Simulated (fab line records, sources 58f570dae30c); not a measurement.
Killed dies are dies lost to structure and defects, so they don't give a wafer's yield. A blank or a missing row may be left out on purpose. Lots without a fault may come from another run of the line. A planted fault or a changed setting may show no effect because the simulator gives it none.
Which tool did it? | flow berkeley_cmos170 | 16 lots, 48 wafers sampled, at 2 steps of a route of 331

WHAT THE GAUGES READ, wafer by wafer
UCB170_GATE_OVL_MEAS_13. Usual: GATE_OVL 3 nm, standard deviation 5.7.
lot  | measured     | on         | GATE_OVL (nm)  | flag
L336 | day 5 23:56  | overlay-01 | 12 11 7        |
L335 | day 6 00:07  | overlay-01 | -3 -2 2        |
L338 | day 6 06:12  | overlay-02 | -8 -3 -3       |
L337 | day 6 06:26  | overlay-02 | 1 5 10         |
L339 | day 6 13:35  | overlay-01 | -1 3 -5        |
L340 | day 6 13:47  | overlay-02 | 9 9 8          |
L341 | day 6 14:01  | overlay-01 | -2 -2 -5       |
L343 | day 7 07:50  | overlay-02 | 11 14 17       |
L342 | day 7 08:05  | overlay-02 | 7 8 8          |
L345 | day 8 02:41  | overlay-01 | -133 -130 -128 | OFF
L348 | day 8 11:19  | overlay-01 | 11 8 8         |
L347 | day 8 11:27  | overlay-01 | -126 -121 -129 | OFF
L349 | day 9 05:42  | overlay-02 | -135 -134 -135 | OFF
L350 | day 9 05:59  | overlay-02 | -120 -120 -130 | OFF
L352 | day 9 10:52  | overlay-01 | 8 -4 7         |
L355 | day 10 05:41 | overlay-02 | 14 10 13       |

WHICH TOOL RAN EACH LOT (tool, then ch and the chambers of the sampled wafers, then the start)
lot  | UCB170_GATE_EXPOSE_09
L336 | krf_scanner-02 ch 0, day 5 22:56
L335 | krf_scanner-02 ch 0, day 5 23:01
L338 | krf_scanner-01 ch 0, day 6 05:41
L337 | krf_scanner-02 ch 0, day 6 05:56
L339 | krf_scanner-01 ch 0, day 6 13:03
L340 | krf_scanner-02 ch 0, day 6 13:16
L341 | krf_scanner-01 ch 0, day 6 13:31
L343 | krf_scanner-02 ch 0, day 7 07:20
L342 | krf_scanner-01 ch 0, day 7 07:34
L345 | krf_scanner-01 ch 0, day 8 02:10
L348 | krf_scanner-02 ch 0, day 8 10:39
L347 | krf_scanner-01 ch 0, day 8 10:55
L349 | krf_scanner-01 ch 0, day 9 04:56
L350 | krf_scanner-01 ch 0, day 9 05:27
L352 | krf_scanner-02 ch 0, day 9 10:17
L355 | krf_scanner-02 ch 0, day 10 05:11
- UCB170_GATE_EXPOSE_09: exposes mask POLY, target cd 350 nm.

WHAT THE TOOLS THEMSELVES READ (means of the sampled wafers that have a number; where no wafer has one, the mark that the record gives instead)
The record holds no such reading with a usual standard deviation.

THE ANSWER, worked out from the rows above alone
Rule: a lot is off if the mean of its wafers that have a number lies more than 3 standard deviations from the usual mean. A lot without any number at a reading at which 4 lots or more have one is off too. The other lots that the step has rows for count as sound. The gauges are gone through in route order, then the tools' own readings, and for those a lot's mean is taken as printed above. The first step at which some lot is off is used, and at that step the reading that is off furthest; a lot without a number counts as furthest.
Off: L345, L347, L349, L350, at UCB170_GATE_OVL_MEAS_13 (GATE_OVL).
A tool fits if, at a process step before that reading, it ran every lot that is off, and no sound lot after the first of them. The gauges at UCB170_GATE_OVL_MEAS_13 are tried like those tools. One fits: krf_scanner-01 at UCB170_GATE_EXPOSE_09. Its last sound lot is L342 (day 7 07:34), its first lot that is off L345 (day 8 02:10): a fault that began between those two fits.

WHAT THE SIMULATOR HAD PUT IN
Scanner matching overlay: krf_scanner-01, from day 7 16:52 on, at UCB170_GATE_EXPOSE_09. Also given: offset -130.
Lots struck among those shown: L345, L347, L349, L350. The rule above found the same.
